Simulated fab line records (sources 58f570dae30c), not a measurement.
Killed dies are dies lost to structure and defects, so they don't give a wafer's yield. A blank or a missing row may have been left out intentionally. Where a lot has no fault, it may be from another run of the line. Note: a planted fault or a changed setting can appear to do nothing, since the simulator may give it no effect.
A struck lot beside a sound one	flow berkeley-cmos170	15 out of 331 route steps
Sound: the wafers L555.3, L555.5, L555.6. Wafers struck: L557.1, L557.3, L557.6. Last of all comes the cause.
Order at every step that has rows: each side's tool, ch and its chambers, its first start. Under that, the readings that differ: sound wafers	struck wafers	difference of the means	sigmas: that difference in standard deviations of wafers without a fault.
alike: same words and numbers on both sides, and readings whose means sit less than 2 such deviations apart. not compared: any withheld reading, any reading some wafer has no value for, any bound like >300 that may hide the same value, and any number with overlapping values for which the record gives no deviation.
The two part at a step that has a row with sigmas, a row that says differs or no value, or rows on one side only. Numbers that don't overlap but have no deviation are shown without sigmas and don't part them. A reading missing from all wafers of one side parts the sides only when that side holds two or more wafers.

UCB170_V2_ETCH_14: etches SiO2 in CHF3/CF4/Ar, stops on Al, target depth 1250 nm, time 291 s.
  sound on rie-diel-03 ch 1,2,3, day 8 05:18; struck on rie-diel-03 ch 0,2, day 8 09:40
  alike: drypump-motor-current-A, oes-product-au, throttle-valve-pct
  not compared: rf-hours-counter-h
UCB170_V2_STRIP_15: strips in O2.
  sound on plasma-asher-01 ch 0,1, day 8 05:31; struck on plasma-asher-01 ch 0,1, day 8 09:50
  alike: drypump-motor-current-A, oes-product-au, strip-time-to-endpoint-s
  not compared: rf-hours-counter-h
UCB170_V2_CD_MEAS_90: target cd 700 nm.
  sound: cd-sem-01 at day 8 05:37; struck: cd-sem-01 at day 8 09:56
  alike: cd-nm
then, 1 step without rows for these wafers: UCB170_M3_PRE_CLEAN_00 (preclean etch time 60 s).
UCB170_M3_SPUTTER_01: material Al, target thk 900 nm, time 120 s.
  sound: pvd-sputter-03 at day 8 05:46; struck: pvd-sputter-02 at day 8 10:08
  alike: throttle-valve-pct
UCB170_M3_RS_MEAS_02: the measuring method here is four-point-probe.
  sound: film-metro-02 at day 8 05:53; struck: film-metro-02 at day 8 10:13
  alike: M3_AL_RS
UCB170_M3_THK_MEAS_03: measures by xrf.
  sound: film-metro-02 at day 8 05:59; struck: film-metro-02 at day 8 10:20
  alike: M3_AL_THK
then, 3 steps without rows for these wafers: UCB170_M3_HMDS_04 (prime time 60 s); UCB170_M3_COAT_05 (resist thk 900 nm); UCB170_M3_SOFTBAKE_06 (time 60 s).
UCB170_M3_STRIP_07: strips in O2.
  sound on plasma-asher-02 ch 0,1, day 8 06:41; struck on plasma-asher-04 ch 1, day 8 10:50
  alike: drypump-motor-current-A, oes-product-au, strip-time-to-endpoint-s
  not compared: rf-hours-counter-h
then, 1 step without rows for these wafers: UCB170_M3_STRIP_08 (strips KrF in DMSO, time 600 s).
UCB170_M3_COAT_09:
  sound on litho-track-03 ch 0, day 8 07:09; struck on litho-track-03 ch 0, day 8 11:46
reading	sound	struck	difference	sigmas
spin-speed-rpm (rpm)	3000.2 2999.2 2999.5	2504.2 2500.2 2507.6	-495.6	-99 or more
  alike: dispense-pressure-kPa
  not compared: chill-plate-temp-C
then, 1 step without rows for these wafers: UCB170_M3_COAT_10 (resist thk 900 nm).
UCB170_M3_PROBE_99:
  only the struck wafers here have rows in the record (prober-02, day 8 14:08); the sound ones have none

WHERE THEY PART
Earliest at UCB170_M3_COAT_09; latest, in this record, at UCB170_M3_PROBE_99.

WHY: what the simulator had put in
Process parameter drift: litho-track-03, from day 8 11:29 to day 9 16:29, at UCB170_M3_COAT_09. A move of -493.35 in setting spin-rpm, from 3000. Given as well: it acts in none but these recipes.
